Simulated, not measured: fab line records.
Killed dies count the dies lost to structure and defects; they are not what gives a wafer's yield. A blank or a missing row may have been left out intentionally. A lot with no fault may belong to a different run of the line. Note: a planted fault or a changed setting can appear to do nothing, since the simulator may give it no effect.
8D (eight disciplines) problem report, filled in by code -- flow berkeley-cmos170 -- the parts of the form that need people (team, actions taken, sign-off) are left out

1. PROBLEM STATEMENT
platen-rpm at UCB170_V1_CMP_02 reads a mean of 65.98 rpm on 6 wafers of 2 lots; wafers without a fault read 60.00 rpm with a standard deviation of 0.041. So: +99 or more standard deviations from the usual mean.
The step: polishes SiO2.
Seen first at day 9 22:54 on cmp-01, wafer L693.4. Wafers with a number at this step in the record: 42, from 14 lots. By rule, "out" or "out of limits" means more than 4 standard deviations away from the usual mean. All remaining wafers that have a number are taken as sound.

2. WHAT IT IS; WHAT IT IS NOT
question,is,is not
which readings at this step,platen-rpm,"motor-current-A, slurry-filter-dp-kPa"
which lots,"L693, L694","L679, L680, L683, L685, L686, L689, L690, L691, L692, L695, L700, L702"
which wafers of those lots,all that have a number,-
read on which tools,cmp-01,cmp-02
when,from day 9 22:54,"up to then (24 sound wafers); but 12 sound wafers of L692, L695, L700, L702 came after"

3. THE SUSPECTS, EACH WITH WHAT RULES IT OUT
Counting: a tool stays on the suspect list if, at a process step up to the reading, it processed all lots that are out and no sound lot following the first of them.
- cmp-01 at UCB170_V1_CMP_02 (polishes SiO2): kept. It ran every lot that is out, first L693 (day 9 22:54), and no sound lot after that; its last sound lot up to then is L691 (day 9 05:07). On those wafers its own readings are out: platen-rpm.
After counting, what remains is cmp-01 at UCB170_V1_CMP_02.

4. THE CAUSE (what the simulator had put in)
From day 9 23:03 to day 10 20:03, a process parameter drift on cmp-01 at UCB170_V1_CMP_02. A move of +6 in setting platen-rpm, from 60. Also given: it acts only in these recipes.
This tool alone remained once counting was done.

5. THE CHAIN OF EFFECTS, in route order
Rows list readings where the struck wafers' mean (over those with a number) sits beyond 3 standard deviations from the usual. Readings are gone through only where the record gives a usual standard deviation; hours: the median, over the lots, of the time from a lot's start at the first step in this table giving one to that lot's start at this step; sigmas: the change measured in usual standard deviations.
hours,step,reading,usual,on struck wafers,change,sigmas
0,UCB170_V1_CMP_02,platen-rpm,60.00 rpm,65.98,+5.98,+99 or more
Process steps it contains:
- UCB170_V1_CMP_02: polishes SiO2.

6. HOW IT WOULD HAVE BEEN CAUGHT EARLIER
In this record the first reading out of limits was taken at day 9 22:54.
